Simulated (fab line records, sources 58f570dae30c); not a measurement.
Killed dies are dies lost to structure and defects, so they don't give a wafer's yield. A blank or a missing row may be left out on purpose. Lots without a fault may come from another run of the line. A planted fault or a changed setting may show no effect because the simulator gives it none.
A struck lot beside a sound one | flow berkeley_cmos170 | 14 steps out of a route of 331
Sound: wafers L136.1, L136.4, L136.6. Struck: wafers L127.2, L127.3, L127.4. The cause comes at the end.
At each step with rows: each side's tool, then ch and its chambers, then its first start. Under that, the readings that differ: sound wafers | struck wafers | difference of the means | sigmas: that difference in standard deviations of wafers without a fault.
alike: readings whose means differ by less than 2 such deviations, and words and numbers that are the same on both sides. not compared: withheld readings, readings that some wafer has no value for, bounds like >300 that may hide the same value, and numbers for which the record gives no deviation and whose values overlap.
The two part at a step that has a row with sigmas, a row that says differs or no value, or rows on one side only. Numbers that don't overlap but have no deviation are shown without sigmas and don't part them. A reading that every wafer of one side lacks parts them only if that side has two wafers or more.

first, 6 steps without rows for these wafers: UCB170_PWELL_HMDS_07 (prime time 60 s); UCB170_PWELL_COAT_08 (resist thk 900 nm); UCB170_PWELL_SOFTBAKE_09 (time 60 s); UCB170_PWELL_EXPOSE_10 (exposes mask PWELL, target cd 3000 nm); UCB170_PWELL_PEB_11; UCB170_PWELL_DEVELOP_12 (develop time 45 s).
UCB170_PWELL_OVL_MEAS_13:
  sound on overlay-01, day 6 15:35; struck on overlay-01, day 4 12:50
  alike: PWELL_OVL
UCB170_PWELL_ETCH_14: etches Si3N4 in CH3F/Ar/O2, stops on SiO2, target depth 242 nm, time 151 s.
  sound on rie_diel-03 ch 1,2,3, day 6 15:37; struck on rie_diel-02 ch 0,1,2, day 4 12:52
  alike: CH3F_flow_sccm, O2_flow_sccm, drypump_motor_current_A, mfc_ar_sccm, oes_product_au, throttle_valve_pct
  not compared: rf_hours_counter_h
then, 1 step without rows for these wafers: UCB170_PWELL_IMPLANT_15.
UCB170_PWELL_STRIP_16: strips in O2.
  sound on plasma_asher-03 ch 1, day 6 15:52; struck on plasma_asher-03 ch 0,1, day 4 13:08
  alike: drypump_motor_current_A, oes_product_au, strip_time_to_endpoint_s
  not compared: rf_hours_counter_h
UCB170_PWELL_TW_MEAS_17:
  sound on film_metro-01, day 6 15:58; struck on film_metro-01, day 4 13:14
  alike: PWELL_TW
then, 1 step without rows for these wafers: UCB170_PWELL_CLEAN_18 (cleans in SPM, time 600 s).
UCB170_PWELL_WET_ETCH_19: etches Si3N4 in H3PO4, time 14400 s.
  sound on wet_bench-03 ch 2, day 6 16:12; struck on wet_bench-04 ch 3, day 4 13:46
  no value came back on the struck wafers for bath_guard_temp_C (C), bath_heat_duty_pct (%); on the sound wafers bath_guard_temp_C (C) reads 159.4 159.0 159.3
  reading                                      | sound | struck            | difference | sigmas
  model.Si3N4_of_PWELL_CVD_05.thk_nm (nm)      | 0 0 0 | 220.6 218.6 220   | +219.7     |
  model.SiO2_of_PWELL_OXIDATION_02.thk_nm (nm) | 0 0 0 | 22.63 21.69 22.36 | +22.23     |
then, 1 step without rows for these wafers: UCB170_PWELL_WET_ETCH_20 (etches SiO2 in BOE, time 22 s).

WHERE THEY PART
Only at UCB170_PWELL_WET_ETCH_19, within this record.

WHY: what the simulator had put in
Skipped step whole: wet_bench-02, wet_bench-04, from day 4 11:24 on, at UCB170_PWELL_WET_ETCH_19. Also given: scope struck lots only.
